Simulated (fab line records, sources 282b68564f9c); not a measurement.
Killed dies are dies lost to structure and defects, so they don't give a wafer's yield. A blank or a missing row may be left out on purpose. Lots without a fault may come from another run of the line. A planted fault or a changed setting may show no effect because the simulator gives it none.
Split-lot experiment | flow rit_cmos | 5 lots, 23 wafers read, on a route of 202 steps

THE SPLIT
At RIT_SPACER_CVD_03 (deposits Si3N4 from SiH2Cl2/NH3, target thk 250 nm, time 3300 s), the setting temp_c was moved away from the recipe's 810 C on 20 of the 23 wafers read, by -2.8% to +2.4%. The other wafers ran this setting at the recipe's value.

FROM THE SPLIT TO THE READING: what the file shows between them, 1 step
- RIT_SPACER_THK_MEAS_04

THE READING
oes_product_au, in a.u., at RIT_SPACER_ETCHBACK_05 (etches Si3N4 in SF6/CHF3, stops on SiO2, target depth 250 nm, time 240 s). Fault-free wafers of this fab line usually give 0.848 a.u., standard deviation 0.015 a.u..

wafer  | tool, chamber at the split | temp_c as run, C | against the recipe | oes_product_au, a.u. | against lot-mates on the recipe
L076.1 | -, -                       | 825.3            | +1.9%              | 1.031                | no lot-mate on the recipe
L076.2 | -, -                       | 825.3            | +1.9%              | 0.973                | no lot-mate on the recipe
L076.3 | -, -                       | 825.3            | +1.9%              | 0.982                | no lot-mate on the recipe
L076.4 | -, -                       | 825.3            | +1.9%              | 0.981                | no lot-mate on the recipe
L076.5 | -, -                       | 825.3            | +1.9%              | 0.982                | no lot-mate on the recipe
L077.1 | -, -                       | 787.5            | -2.8%              | 0.623                | no lot-mate on the recipe
L077.3 | -, -                       | 787.5            | -2.8%              | 0.633                | no lot-mate on the recipe
L077.4 | -, -                       | 787.5            | -2.8%              | 0.649                | no lot-mate on the recipe
L077.5 | -, -                       | 787.5            | -2.8%              | 0.642                | no lot-mate on the recipe
L077.6 | -, -                       | 787.5            | -2.8%              | 0.641                | no lot-mate on the recipe
L080.2 | -, -                       | 829.5            | +2.4%              | 1.018                | no lot-mate on the recipe
L080.3 | -, -                       | 829.5            | +2.4%              | 1.013                | no lot-mate on the recipe
L080.4 | -, -                       | 829.5            | +2.4%              | 1.010                | no lot-mate on the recipe
L080.5 | -, -                       | 829.5            | +2.4%              | 1.018                | no lot-mate on the recipe
L080.6 | -, -                       | 829.5            | +2.4%              | 0.969                | no lot-mate on the recipe
L082.1 | -, -                       | 802.4            | -0.9%              | 0.795                | no lot-mate on the recipe
L082.2 | -, -                       | 802.4            | -0.9%              | 0.774                | no lot-mate on the recipe
L082.3 | -, -                       | 802.4            | -0.9%              | 0.761                | no lot-mate on the recipe
L082.5 | -, -                       | 802.4            | -0.9%              | 0.763                | no lot-mate on the recipe
L082.6 | -, -                       | 802.4            | -0.9%              | 0.780                | no lot-mate on the recipe
L085.1 | lpcvd-02, 1                | 810              | recipe             | 0.850                | -
L085.3 | lpcvd-02, 1                | 810              | recipe             | 0.824                | -
L085.4 | lpcvd-02, 1                | 810              | recipe             | 0.856                | -

THE FIT
A straight line over all 23 wafers: oes_product_au changes by +0.0726 a.u. for each +1% of temp_c; r = +0.99; the points scatter about the line by 0.018 a.u..
Too few moved wafers have a lot-mate on the recipe to fit a line with each lot's own level taken away.

THE WHOLE CHAIN: every reading that the file lists as answering this split, in the file's order
step                   | what it does                                                             | reading                                                                        | change (the file's fit)                  | r (the file's)
RIT_SPACER_CVD_03      | deposits Si3N4 from SiH2Cl2/NH3, target thk 250 nm, time 3300 s          | Si3N4_of_SPACER_CVD_03.thk_nm (the simulator's own value, which no gauge read) | +36.6 nm for each +1% of the setting     | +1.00
RIT_SPACER_THK_MEAS_04 |                                                                          | SPACER_NITRIDE_THK                                                             | +36.6 for each +1% of the setting        | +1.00
RIT_SPACER_ETCHBACK_05 | etches Si3N4 in SF6/CHF3, stops on SiO2, target depth 250 nm, time 240 s | oes_product_au                                                                 | +0.0726 a.u. for each +1% of the setting | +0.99
RIT_SPACER_ETCHBACK_05 | etches Si3N4 in SF6/CHF3, stops on SiO2, target depth 250 nm, time 240 s | Si3N4_of_SPACER_CVD_03.thk_nm (the simulator's own value, which no gauge read) | +28.7 nm for each +1% of the setting     | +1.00
RIT_SPACER_ETCHBACK_05 | etches Si3N4 in SF6/CHF3, stops on SiO2, target depth 250 nm, time 240 s | etch.depth_nm (the simulator's own value, which no gauge read)                 | +29.2 nm for each +1% of the setting     | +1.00

THE FILE'S OWN FIT
oes_product_au changes by +0.0726 a.u. for each +1% of temp_c, r = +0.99.
